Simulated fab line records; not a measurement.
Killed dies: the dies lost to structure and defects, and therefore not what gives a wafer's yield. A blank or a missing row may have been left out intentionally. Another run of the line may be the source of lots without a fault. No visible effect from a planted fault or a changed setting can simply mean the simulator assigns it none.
The tool behind it: which one? :: flow ritCmos :: 42 wafers from 14 lots sampled at 3 of the route's 202 steps

== WHAT THE GAUGES READ, wafer by wafer ==
RIT_SILICIDE_RS_MEAS_02: measurement is done with a four-point probe. Usual: SILICIDE_TI_RS typically reads 48.1 ohm/sq, with standard deviation 0.72.
lot: L283
measured: day 3 04:26
on: filmMetro-01
SILICIDE_TI_RS (ohm/sq): 47.7 47.2 47.2
flag: 

lot: L284
measured: day 3 14:09
on: filmMetro-04
SILICIDE_TI_RS (ohm/sq): 48.4 48.0 48.2
flag: 

lot: L285
measured: day 3 16:41
on: filmMetro-01
SILICIDE_TI_RS (ohm/sq): 48.5 48.1 47.5
flag: 

lot: L286
measured: day 3 20:17
on: filmMetro-04
SILICIDE_TI_RS (ohm/sq): 48.0 48.8 47.5
flag: 

lot: L288
measured: day 4 12:58
on: filmMetro-04
SILICIDE_TI_RS (ohm/sq): 47.7 48.0 48.3
flag: 

lot: L290
measured: day 4 18:07
on: filmMetro-04
SILICIDE_TI_RS (ohm/sq): 49.1 49.7 49.2
flag: 

lot: L292
measured: day 5 05:46
on: filmMetro-04
SILICIDE_TI_RS (ohm/sq): 44.4 43.8 43.8
flag: OFF

lot: L294
measured: day 5 16:32
on: filmMetro-04
SILICIDE_TI_RS (ohm/sq): 43.2 43.1 43.3
flag: OFF

lot: L295
measured: day 6 01:52
on: filmMetro-01
SILICIDE_TI_RS (ohm/sq): 47.8 48.8 47.8
flag: 

lot: L297
measured: day 6 09:56
on: filmMetro-03
SILICIDE_TI_RS (ohm/sq): 48.9 47.2 49.7
flag: 

lot: L299
measured: day 7 14:26
on: filmMetro-03
SILICIDE_TI_RS (ohm/sq): 46.9 48.7 47.1
flag: 

lot: L303
measured: day 8 05:17
on: filmMetro-04
SILICIDE_TI_RS (ohm/sq): 48.3 49.0 47.9
flag: 

lot: L306
measured: day 8 18:23
on: filmMetro-01
SILICIDE_TI_RS (ohm/sq): 46.8 46.1 47.5
flag: 

lot: L305
measured: day 8 19:37
on: filmMetro-01
SILICIDE_TI_RS (ohm/sq): 49.5 47.8 47.9
flag: 

RIT_SILICIDE_THK_MEAS_03: measures by xrf. Usual: SILICIDE_TI_THK typically reads 30.1 nm, with standard deviation 0.43.
lot: L283
measured: day 3 04:33
on: filmMetro-01
SILICIDE_TI_THK (nm): 30.5 30.8 30.8
flag: 

lot: L284
measured: day 3 14:15
on: filmMetro-04
SILICIDE_TI_THK (nm): 29.8 29.8 29.9
flag: 

lot: L285
measured: day 3 16:49
on: filmMetro-01
SILICIDE_TI_THK (nm): 30.1 30.4 30.6
flag: 

lot: L286
measured: day 3 20:23
on: filmMetro-04
SILICIDE_TI_THK (nm): 30.0 29.5 30.3
flag: 

lot: L288
measured: day 4 13:05
on: filmMetro-04
SILICIDE_TI_THK (nm): 30.2 30.0 29.9
flag: 

lot: L290
measured: day 4 18:14
on: filmMetro-04
SILICIDE_TI_THK (nm): 29.6 29.2 29.4
flag: 

lot: L292
measured: day 5 05:53
on: filmMetro-04
SILICIDE_TI_THK (nm): 31.8 32.3 32.4
flag: OFF

lot: L294
measured: day 5 16:38
on: filmMetro-04
SILICIDE_TI_THK (nm): 32.6 32.8 32.6
flag: OFF

lot: L295
measured: day 6 01:59
on: filmMetro-01
SILICIDE_TI_THK (nm): 30.2 29.8 30.4
flag: 

lot: L297
measured: day 6 10:04
on: filmMetro-03
SILICIDE_TI_THK (nm): 29.6 30.4 29.4
flag: 

lot: L299
measured: day 7 14:34
on: filmMetro-03
SILICIDE_TI_THK (nm): 30.6 29.7 30.4
flag: 

lot: L303
measured: day 8 05:24
on: filmMetro-04
SILICIDE_TI_THK (nm): 29.9 29.5 30.1
flag: 

lot: L306
measured: day 8 18:30
on: filmMetro-01
SILICIDE_TI_THK (nm): 30.9 31.4 30.8
flag: 

lot: L305
measured: day 8 19:44
on: filmMetro-01
SILICIDE_TI_THK (nm): 29.8 30.5 30.4
flag: 

== TOOL THAT RAN EACH LOT (tool first, then ch and the chambers of the sampled wafers, then the start) ==
lot: L283
RIT_SILICIDE_SPUTTER_01: pvdSputter-01, day 3 04:17

lot: L284
RIT_SILICIDE_SPUTTER_01: pvdSputter-04, day 3 13:58

lot: L285
RIT_SILICIDE_SPUTTER_01: pvdSputter-01, day 3 16:32

lot: L286
RIT_SILICIDE_SPUTTER_01: pvdSputter-04, day 3 20:07

lot: L288
RIT_SILICIDE_SPUTTER_01: pvdSputter-01, day 4 12:49

lot: L290
RIT_SILICIDE_SPUTTER_01: pvdSputter-01, day 4 17:58

lot: L292
RIT_SILICIDE_SPUTTER_01: pvdSputter-01, day 5 05:37

lot: L294
RIT_SILICIDE_SPUTTER_01: pvdSputter-01, day 5 16:22

lot: L295
RIT_SILICIDE_SPUTTER_01: pvdSputter-03, day 6 01:43

lot: L297
RIT_SILICIDE_SPUTTER_01: pvdSputter-04, day 6 09:47

lot: L299
RIT_SILICIDE_SPUTTER_01: pvdSputter-03, day 7 14:17

lot: L303
RIT_SILICIDE_SPUTTER_01: pvdSputter-04, day 8 05:07

lot: L306
RIT_SILICIDE_SPUTTER_01: pvdSputter-03, day 8 18:13

lot: L305
RIT_SILICIDE_SPUTTER_01: pvdSputter-01, day 8 19:28
- RIT_SILICIDE_SPUTTER_01: material Ti, target thk 30 nm, time 240 s.

== WHAT THE TOOLS THEMSELVES READ (means of the sampled wafers that have a number; where no wafer has one, the mark that the record gives instead) ==
RIT_SILICIDE_SPUTTER_01. Usual: throttleValvePct at 29.5 %, with a standard deviation of 1.1.
lot: L283
tool: pvdSputter-01
throttleValvePct (%): 29.0
flag: 

lot: L284
tool: pvdSputter-04
throttleValvePct (%): 30.2
flag: 

lot: L285
tool: pvdSputter-01
throttleValvePct (%): 29.4
flag: 

lot: L286
tool: pvdSputter-04
throttleValvePct (%): 29.5
flag: 

lot: L288
tool: pvdSputter-01
throttleValvePct (%): 28.6
flag: 

lot: L290
tool: pvdSputter-01
throttleValvePct (%): 28.9
flag: 

lot: L292
tool: pvdSputter-01
throttleValvePct (%): 29.2
flag: 

lot: L294
tool: pvdSputter-01
throttleValvePct (%): 29.8
flag: 

lot: L295
tool: pvdSputter-03
throttleValvePct (%): 29.9
flag: 

lot: L297
tool: pvdSputter-04
throttleValvePct (%): 29.5
flag: 

lot: L299
tool: pvdSputter-03
throttleValvePct (%): 31.0
flag: 

lot: L303
tool: pvdSputter-04
throttleValvePct (%): 29.5
flag: 

lot: L306
tool: pvdSputter-03
throttleValvePct (%): 29.5
flag: 

lot: L305
tool: pvdSputter-01
throttleValvePct (%): 29.5
flag: 

== THE ANSWER, worked out from the rows above alone ==
Rule: lot off if the mean of its wafers having a number is beyond 3 standard deviations from the usual mean. A lot without any number at a reading at which 4 lots or more have one is off too. The other lots that the step has rows for count as sound. The gauges are gone through in route order, then the tools' own readings, and for those a lot's mean is taken as printed above. The first step at which some lot is off is used, and at that step the reading that is off furthest; a lot without a number counts as furthest.
Off: L292, L294, at RIT_SILICIDE_RS_MEAS_02 (SILICIDE_TI_RS).
If a tool, at a process step before that reading, ran all the lots that are off and no sound lot after the first of them, it fits. The gauges at RIT_SILICIDE_RS_MEAS_02 are tried like those tools. None of those tried fits.

== WHAT THE SIMULATOR HAD PUT IN ==
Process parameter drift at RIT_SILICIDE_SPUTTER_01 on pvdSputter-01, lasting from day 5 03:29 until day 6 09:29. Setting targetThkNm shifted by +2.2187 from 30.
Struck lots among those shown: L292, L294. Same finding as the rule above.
